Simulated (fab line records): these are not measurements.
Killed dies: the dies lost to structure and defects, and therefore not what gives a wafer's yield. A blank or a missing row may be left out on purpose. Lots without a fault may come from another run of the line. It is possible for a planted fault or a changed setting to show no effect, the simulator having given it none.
fab line records -- flow rit_cmos
record: lots: 13, wafers: 39, last_day: 7
route steps=202 shown FOX2@25 PLDD@159 CONTACT@181 M1@186
lots that met no fault: taken from a fault-free run of the same line
start_h: start of the lot's first displayed wafer, in hours after the record's first day -- wait_h: how many hours have passed since the lot's step before this one -- " same as the row above -- L1.1+2: several wafers, shown together as one row -- - value missing, or start not given -- * or withheld: withheld -- < > ~ a bound
route shown NAME@n: names a module that has steps shown in the file, with the first one's number in the route -- usual: mean/standard deviation taken from wafers without a fault -- same: alike in all rows -- chamber/n: place in a boat -- sites: each site's reading -- _std_site: standard deviation of those values -- _edge_site: outer sites' mean less inner sites' -- radius_mm: for every site, how far away it sits from the centre of the wafer -- mask NAME#n: copy n -- behind: tool/chamber where the wafer was last shaped -- hold: reason for holding the lot/hours on hold/outcome of the hold -- device: names the non-switching transistor (n, p or np) -- end of line: the route-end tests of the same wafers -- a step with no rows: only its recipe -- killed: not the wafer's yield, but the dies lost to structure and defects at the first sort -- map: a wafer's dies, x killed, . not, _ none there
set.NAME: setting as actually run; set.NAME@STEP: the setting as run at that earlier step -- model.NAME: the simulator's own value behind a step, which no gauge read
steps of the route over a sample of lots; a table a step, a row a wafer
services: the hour from which a tool's chamber was out of use, counted from the record's first day as start_h (under 0 if before that day), plus the number of hours and why
== steps ==
step: RIT_FOX2_CLEAN_02
recipe: chemistry: dHF, dilution: 50:1, time_s: 176.3
same: time_s: 176.3
lot.wafer,tool,chamber,start_h,wait_h
L749.3+5+6,wet_bench-03,3,18.67,0.0
L750.1+5+6,wet_bench-02,0,23.40,0.1
L752.1+3+6,wet_bench-01,0,38.76,0.1
L753.2+3+4,wet_bench-03,0,45.15,0.0
L755.3+4+6,wet_bench-01,3,50.80,0.0
L756.3+4+6,wet_bench-02,0,54.67,0.0
L757.1+2+5,wet_bench-01,3,58.96,0.1
L758.2+4+6,wet_bench-01,1,65.23,0.0
L759.3+4+5,wet_bench-03,0,70.42,0.0
L766.2+3+4,wet_bench-01,2,103.57,0.0
L768.1+3+6,wet_bench-02,0,114.80,0.1
L769.2+5+6,wet_bench-03,2,118.44,0.0
L772.1+2+6,wet_bench-02,2,133.43,0.1
step: RIT_SDANNEAL_RS_MEAS_06
recipe: thk_meas_gauge: four-point-probe
usual: PLDD_RS: 178.6/0.46
lot.wafer,tool,chamber,start_h,wait_h,PLDD_RS[ohm/sq]
L749.3,film_metro-01,-,55.51,0.1,178.2
L749.5,film_metro-01,-,55.51,0.1,178.0
L749.6,film_metro-01,-,55.51,0.1,178.0
L750.1,film_metro-01,-,57.07,0.1,178.6
L750.5,film_metro-01,-,57.07,0.1,179.0
L750.6,film_metro-01,-,57.07,0.1,178.7
L752.1,film_metro-01,-,72.05,0.1,178.9
L752.3,film_metro-01,-,72.05,0.1,179.4
L752.6,film_metro-01,-,72.05,0.1,179.0
L753.2,film_metro-01,-,79.02,0.1,178.5
L753.3,film_metro-01,-,79.02,0.1,178.5
L753.4,film_metro-01,-,79.02,0.1,178.6
L755.3,film_metro-02,-,82.07,0.1,178.9
L755.4,film_metro-02,-,82.07,0.1,178.6
L755.6,film_metro-02,-,82.07,0.1,178.7
L756.3,film_metro-02,-,86.02,0.1,180.1
L756.4,film_metro-02,-,86.02,0.1,179.9
L756.6,film_metro-02,-,86.02,0.1,179.9
L757.1,film_metro-02,-,90.35,0.1,178.5
L757.2,film_metro-02,-,90.35,0.1,178.2
L757.5,film_metro-02,-,90.35,0.1,178.2
L758.2,film_metro-04,-,96.61,0.1,179.9
L758.4,film_metro-04,-,96.61,0.1,178.2
L758.6,film_metro-04,-,96.61,0.1,179.1
L759.3,film_metro-02,-,103.97,0.1,178.0
L759.4,film_metro-02,-,103.97,0.1,178.1
L759.5,film_metro-02,-,103.97,0.1,178.2
L766.2,film_metro-04,-,133.75,0.1,178.8
L766.3,film_metro-04,-,133.75,0.1,178.6
L766.4,film_metro-04,-,133.75,0.1,178.5
L768.1,film_metro-01,-,145.24,0.1,178.4
L768.3,film_metro-01,-,145.24,0.1,178.7
L768.6,film_metro-01,-,145.24,0.1,178.7
L769.2,film_metro-04,-,150.85,0.1,179.0
L769.5,film_metro-04,-,150.85,0.1,178.7
L769.6,film_metro-04,-,150.85,0.1,178.5
L772.1,film_metro-02,-,165.16,0.1,178.4
L772.2,film_metro-02,-,165.16,0.1,177.9
L772.6,film_metro-02,-,165.16,0.1,178.2
step: RIT_CONTACT_CD_MEAS_90
recipe: target_cd_nm: 1000
usual: cd_nm: 1000.0/2.5
lot.wafer,tool,chamber,start_h,wait_h,cd_nm
L749.3,cd_sem-02,-,58.02,0.1,999.2
L749.5,cd_sem-02,-,58.02,0.1,1000.3
L749.6,cd_sem-02,-,58.02,0.1,999.9
L750.1,cd_sem-02,-,59.74,0.1,1006.9
L750.5,cd_sem-02,-,59.74,0.1,1005.1
L750.6,cd_sem-02,-,59.74,0.1,1004.9
L752.1,cd_sem-01,-,74.68,0.1,997.4
L752.3,cd_sem-01,-,74.68,0.1,998.1
L752.6,cd_sem-01,-,74.68,0.1,998.3
L753.2,cd_sem-02,-,81.75,0.1,1002.2
L753.3,cd_sem-02,-,81.75,0.1,998.0
L753.4,cd_sem-02,-,81.75,0.1,999.1
L755.3,cd_sem-01,-,84.93,0.1,995.6
L755.4,cd_sem-01,-,84.93,0.1,998.7
L755.6,cd_sem-01,-,84.93,0.1,997.5
L756.3,cd_sem-02,-,88.59,0.1,994.7
L756.4,cd_sem-02,-,88.59,0.1,996.7
L756.6,cd_sem-02,-,88.59,0.1,995.2
L757.1,cd_sem-01,-,93.13,0.1,999.8
L757.2,cd_sem-01,-,93.13,0.1,1000.3
L757.5,cd_sem-01,-,93.13,0.1,1000.9
L758.2,cd_sem-02,-,99.16,0.1,999.9
L758.4,cd_sem-02,-,99.16,0.1,1000.2
L758.6,cd_sem-02,-,99.16,0.1,1002.3
L759.3,cd_sem-02,-,106.61,0.1,998.4
L759.4,cd_sem-02,-,106.61,0.1,998.2
L759.5,cd_sem-02,-,106.61,0.1,998.3
L766.2,cd_sem-02,-,136.26,0.1,997.3
L766.3,cd_sem-02,-,136.26,0.1,1001.5
L766.4,cd_sem-02,-,136.26,0.1,999.0
L768.1,cd_sem-02,-,147.75,0.1,1001.6
L768.3,cd_sem-02,-,147.75,0.1,1001.2
L768.6,cd_sem-02,-,147.75,0.1,1000.4
L769.2,cd_sem-02,-,153.49,0.1,1005.5
L769.5,cd_sem-02,-,153.49,0.1,1006.6
L769.6,cd_sem-02,-,153.49,0.1,1002.7
L772.1,cd_sem-02,-,167.85,0.1,1001.3
L772.2,cd_sem-02,-,167.85,0.1,1000.3
L772.6,cd_sem-02,-,167.85,0.1,999.4
step: RIT_M1_THK_MEAS_02
recipe: thk_meas_gauge: xrf, reads: Al_of_M1_SPUTTER_00
usual: M1_AL_THK: 399/4.4
lot.wafer,tool,chamber,start_h,wait_h,M1_AL_THK[nm]
L749.3,film_metro-02,-,58.92,0.1,405
L749.5,film_metro-02,-,58.92,0.1,399
L749.6,film_metro-02,-,58.92,0.1,398
L750.1,film_metro-01,-,60.64,0.1,397
L750.5,film_metro-01,-,60.64,0.1,402
L750.6,film_metro-01,-,60.64,0.1,401
L752.1,film_metro-04,-,75.58,0.1,403
L752.3,film_metro-04,-,75.58,0.1,400
L752.6,film_metro-04,-,75.58,0.1,404
L753.2,film_metro-02,-,82.66,0.1,399
L753.3,film_metro-02,-,82.66,0.1,400
L753.4,film_metro-02,-,82.66,0.1,399
L755.3,film_metro-04,-,85.98,0.1,403
L755.4,film_metro-04,-,85.98,0.1,398
L755.6,film_metro-04,-,85.98,0.1,400
L756.3,film_metro-04,-,89.50,0.1,407
L756.4,film_metro-04,-,89.50,0.1,397
L756.6,film_metro-04,-,89.50,0.1,400
L757.1,film_metro-04,-,94.03,0.1,406
L757.2,film_metro-04,-,94.03,0.1,398
L757.5,film_metro-04,-,94.03,0.1,403
L758.2,film_metro-01,-,100.09,0.1,399
L758.4,film_metro-01,-,100.09,0.1,404
L758.6,film_metro-01,-,100.09,0.1,395
L759.3,film_metro-01,-,107.52,0.1,389
L759.4,film_metro-01,-,107.52,0.1,390
L759.5,film_metro-01,-,107.52,0.1,397
L766.2,film_metro-01,-,137.13,0.1,393
L766.3,film_metro-01,-,137.13,0.1,398
L766.4,film_metro-01,-,137.13,0.1,396
L768.1,film_metro-01,-,148.83,0.1,402
L768.3,film_metro-01,-,148.83,0.1,400
L768.6,film_metro-01,-,148.83,0.1,399
L769.2,film_metro-01,-,154.58,0.1,399
L769.5,film_metro-01,-,154.58,0.1,403
L769.6,film_metro-01,-,154.58,0.1,394
L772.1,film_metro-04,-,168.73,0.1,403
L772.2,film_metro-04,-,168.73,0.1,403
L772.6,film_metro-04,-,168.73,0.1,397
step: RIT_M1_PROBE_99
usual: killed_at_M0_to_M3: 0.0/0.2, killed_at_contacts: 0.2/0.38, killed_at_front_end: 6.7/3, killed_dies: 6.9/3, killed_on_rim: 1.8/1.4, killed_open: 3.5/1.9, killed_short: 3.3/2
same: gross_dies: 264, killed_at_M4_up: 0, killed_at_back_side: 0, killed_at_other: 0
lot.wafer,tool,chamber,start_h,wait_h,killed_at_M0_to_M3,killed_at_contacts,killed_at_front_end,killed_dies,killed_on_rim,killed_open,killed_short
L749.3,prober-02,-,64.18,0.2,0,0,7,7,3,3,4
L749.5,prober-02,-,64.28,0.2,0,0,15,15,3,6,9
L749.6,prober-02,-,64.33,0.2,0,0,8,8,0,4,4
L750.1,prober-02,-,65.41,0.1,0,1,5,6,1,2,3
L750.5,prober-02,-,65.61,0.2,0,0,4,4,1,3,1
L750.6,prober-02,-,65.66,0.2,0,0,3,3,0,0,2
L752.1,prober-02,-,79.33,0.1,0,0,6,6,2,3,3
L752.3,prober-02,-,79.43,0.2,0,0,9,9,4,8,1
L752.6,prober-02,-,79.58,0.2,0,0,8,8,1,4,4
L753.2,prober-01,-,86.66,0.1,0,0,8,8,4,5,3
L753.3,prober-01,-,86.71,0.2,0,0,7,7,3,2,5
L753.4,prober-01,-,86.76,0.2,0,1,9,10,7,8,2
L755.3,prober-01,-,89.68,0.2,0,0,5,5,2,4,1
L755.4,prober-01,-,89.73,0.2,0,0,3,3,1,3,0
L755.6,prober-01,-,89.83,0.2,0,0,1,1,0,0,1
L756.3,prober-02,-,93.99,0.2,1,0,5,6,2,3,2
L756.4,prober-02,-,94.04,0.2,0,0,7,7,4,5,2
L756.6,prober-02,-,94.14,0.2,1,0,9,10,4,4,5
L757.1,prober-01,-,97.75,0.1,0,0,3,3,1,1,2
L757.2,prober-01,-,97.80,0.1,0,1,3,4,0,3,0
L757.5,prober-01,-,97.95,0.2,0,1,8,9,2,2,6
L758.2,prober-02,-,103.82,0.1,0,0,9,9,3,7,2
L758.4,prober-02,-,103.92,0.2,0,0,5,5,3,2,3
L758.6,prober-02,-,104.02,0.2,0,0,13,13,2,6,7
L759.3,prober-01,-,111.34,0.2,0,0,6,6,2,4,2
L759.4,prober-01,-,111.39,0.2,0,0,3,3,1,3,0
L759.5,prober-01,-,111.44,0.2,0,0,6,6,5,2,4
L766.2,prober-02,-,141.30,0.1,0,0,26,26,11,5,5
L766.3,prober-02,-,141.35,0.2,0,0,21,21,10,4,5
L766.4,prober-02,-,141.40,0.2,0,0,15,15,6,3,0
L768.1,prober-02,-,152.57,0.1,0,0,3,3,0,2,1
L768.3,prober-02,-,152.67,0.2,0,1,9,10,1,6,4
L768.6,prober-02,-,152.82,0.2,0,0,7,7,4,4,3
L769.2,prober-01,-,158.72,0.1,0,1,3,4,1,2,2
L769.5,prober-01,-,158.87,0.2,0,0,10,10,3,6,4
L769.6,prober-01,-,158.92,0.2,0,0,6,6,1,2,4
L772.1,prober-02,-,172.33,0.1,0,0,10,10,4,6,4
L772.2,prober-02,-,172.38,0.1,0,0,12,12,5,5,7
L772.6,prober-02,-,172.58,0.2,0,0,10,10,4,5,5
killed by level:class
L749.3 SPACER:geometric_particle:short=3 REOX:geometric_particle:open=2 FOX1:geometric_particle:open=1 SILICIDE:geometric_particle:short=1
L749.5 SPACER:geometric_particle:short=4 GATE:geometric_particle:short=3 GATE:geometric_particle:open=3 SPACER:geometric_particle:open=3 SILICIDE:geometric_particle:short=2
L749.6 SPACER:geometric_particle:short=2 FOX1:geometric_particle:open=1 FOX2:geometric_particle:open=1 GATE:geometric_particle:short=1 GATE:geometric_particle:open=1 REOX:geometric_particle:short=1 SILICIDE:geometric_particle:open=1
L750.1 SPACER:geometric_particle:short=2 GATE:geometric_particle:short=1 SPACER:geometric_particle:open=1 CONTACT:geometric_particle:open=1 PWELL:coat_microbubble_printed=1
L750.5 SILICIDE:geometric_particle:open=2 FOX1:geometric_particle:open=1 REOX:geometric_particle:short=1
L750.6 FOX2:geometric_particle:short=1 GATE:geometric_particle:short=1 PWELL:coat_microbubble_printed=1
L752.1 REOX:geometric_particle:open=2 FOX2:geometric_particle:short=1 GATE:geometric_particle:open=1 GATE:geometric_particle:short=1 REOX:geometric_particle:short=1
L752.3 REOX:geometric_particle:open=5 GATE:geometric_particle:open=2 FOX2:geometric_particle:open=1 GATE:geometric_particle:short=1
L752.6 REOX:geometric_particle:open=4 REOX:geometric_particle:short=2 FOX1:geometric_particle:short=1 GATE:geometric_particle:short=1
L753.2 GATE:geometric_particle:open=2 SILICIDE:geometric_particle:open=2 GATE:geometric_particle:short=1 SPACER:geometric_particle:short=1 SPACER:geometric_particle:open=1 SILICIDE:geometric_particle:short=1
L753.3 FOX2:geometric_particle:short=2 FOX1:geometric_particle:short=1 GATE:geometric_particle:open=1 GATE:geometric_particle:short=1 SILICIDE:geometric_particle:short=1 SILICIDE:geometric_particle:open=1
L753.4 FOX1:geometric_particle:open=3 SPACER:geometric_particle:open=2 FOX2:geometric_particle:open=1 REOX:geometric_particle:short=1 REOX:geometric_particle:open=1 SPACER:geometric_particle:short=1 CONTACT:geometric_particle:open=1
L755.3 GATE:geometric_particle:open=3 GATE:geometric_particle:short=1 SPACER:geometric_particle:open=1
L755.4 SILICIDE:geometric_particle:open=2 SPACER:geometric_particle:open=1
L755.6 REOX:geometric_particle:short=1
L756.3 SPACER:geometric_particle:open=3 GATE:geometric_particle:short=1 SPACER:geometric_particle:short=1 M1:coat_microbubble_printed=1
L756.4 GATE:geometric_particle:open=4 FOX2:geometric_particle:open=1 GATE:geometric_particle:short=1 SPACER:geometric_particle:short=1
L756.6 GATE:geometric_particle:short=3 GATE:geometric_particle:open=3 FOX1:geometric_particle:short=1 REOX:geometric_particle:open=1 SPACER:geometric_particle:short=1 M1:coat_microbubble_printed=1
L757.1 GATE:geometric_particle:short=2 GATE:geometric_particle:open=1
L757.2 REOX:geometric_particle:open=2 GATE:geometric_particle:open=1 CONTACT:coat_microbubble_printed=1
L757.5 GATE:geometric_particle:short=4 REOX:geometric_particle:open=1 REOX:geometric_particle:short=1 SPACER:geometric_particle:short=1 SILICIDE:geometric_particle:open=1 CONTACT:coat_microbubble_printed=1
L758.2 GATE:geometric_particle:open=5 FOX2:geometric_particle:open=1 FOX2:geometric_particle:short=1 REOX:geometric_particle:open=1 SILICIDE:geometric_particle:short=1
L758.4 GATE:geometric_particle:short=2 FOX1:geometric_particle:short=1 FOX2:geometric_particle:open=1 SILICIDE:geometric_particle:open=1
L758.6 GATE:geometric_particle:open=5 GATE:geometric_particle:short=3 REOX:geometric_particle:short=2 ACTIVE:geometric_particle:open=1 FOX1:geometric_particle:short=1 FOX2:geometric_particle:short=1
L759.3 GATE:geometric_particle:open=3 ACTIVE:geometric_particle:short=1 FOX2:geometric_particle:open=1 GATE:geometric_particle:short=1
L759.4 SPACER:geometric_particle:open=2 SILICIDE:geometric_particle:open=1
L759.5 GATE:geometric_particle:open=2 ACTIVE:geometric_particle:short=1 FOX2:geometric_particle:short=1 GATE:geometric_particle:short=1 SPACER:geometric_particle:short=1
L766.2 FOX2:unspecified=16 SPACER:geometric_particle:short=2 SPACER:geometric_particle:open=2 SILICIDE:geometric_particle:open=2 FOX2:geometric_particle:short=1 GATE:geometric_particle:short=1 GATE:geometric_particle:open=1 SILICIDE:geometric_particle:short=1
L766.3 FOX2:unspecified=12 FOX2:geometric_particle:short=2 SILICIDE:geometric_particle:open=2 GATE:geometric_particle:short=1 REOX:geometric_particle:short=1 REOX:geometric_particle:open=1 SPACER:geometric_particle:short=1 SPACER:geometric_particle:open=1
L766.4 FOX2:unspecified=12 FOX1:geometric_particle:open=1 GATE:geometric_particle:open=1 SPACER:geometric_particle:open=1
L768.1 FOX1:geometric_particle:open=2 SILICIDE:geometric_particle:short=1
L768.3 SILICIDE:geometric_particle:open=3 GATE:geometric_particle:short=1 GATE:geometric_particle:open=1 REOX:geometric_particle:short=1 REOX:geometric_particle:open=1 SPACER:geometric_particle:open=1 SILICIDE:geometric_particle:short=1 CONTACT:geometric_particle:short=1
L768.6 GATE:geometric_particle:open=2 SILICIDE:geometric_particle:open=2 GATE:geometric_particle:short=1 SPACER:geometric_particle:short=1 SILICIDE:geometric_particle:short=1
L769.2 FOX1:geometric_particle:open=2 FOX1:geometric_particle:short=1 CONTACT:geometric_particle:short=1
L769.5 GATE:geometric_particle:open=4 FOX2:geometric_particle:short=2 FOX2:geometric_particle:open=1 REOX:geometric_particle:short=1 SPACER:geometric_particle:open=1 SPACER:geometric_particle:short=1
L769.6 SPACER:geometric_particle:short=2 FOX1:geometric_particle:short=1 GATE:geometric_particle:open=1 REOX:geometric_particle:short=1 SPACER:geometric_particle:open=1
L772.1 SPACER:geometric_particle:open=3 REOX:geometric_particle:short=2 FOX1:geometric_particle:short=1 GATE:geometric_particle:open=1 REOX:geometric_particle:open=1 SILICIDE:geometric_particle:open=1 SILICIDE:geometric_particle:short=1
L772.2 GATE:geometric_particle:short=5 REOX:geometric_particle:short=2 REOX:geometric_particle:open=2 FOX2:geometric_particle:open=1 GATE:geometric_particle:open=1 SPACER:geometric_particle:open=1
L772.6 GATE:geometric_particle:short=3 GATE:geometric_particle:open=3 FOX1:geometric_particle:short=1 REOX:geometric_particle:open=1 SPACER:geometric_particle:short=1 SPACER:geometric_particle:open=1
== services ==
tool,chamber,start_h,hours,kind
wet_bench-03,-,46.26,23.1,pm
== key ==
first_sign: step: RIT_M1_PROBE_99, reading: killed_at_front_end, direction: up, sigmas: 4.7, usual: 6.7, struck: 20.7
effect: step: RIT_M1_PROBE_99, reading: killed_dies, direction: up, sigmas: 4.6, usual: 6.9, struck: 20.7
met_at RIT_FOX2_CLEAN_02
struck_lots L766
struck_wafers L766.2,L766.3,L766.4
tester_left_out L766
not_acting_at RIT_SDANNEAL_RS_MEAS_06,RIT_CONTACT_CD_MEAS_90,RIT_M1_THK_MEAS_02
fault: kind: chamber_particle_source, tool: wet_bench-01, chamber: 2, onset_h: 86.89, steps: RIT_FOX2_CLEAN_02, rate_per_visit_cm2: 1.0375, end_h: 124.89
tester_left_out: of these lots the tester's yield and bins aren't shown, on N5 and GAA mostly nor the transistor test; their killed dies are dies lost to structure and defects alone, not to doping, threshold or leakage, so they don't give the yield
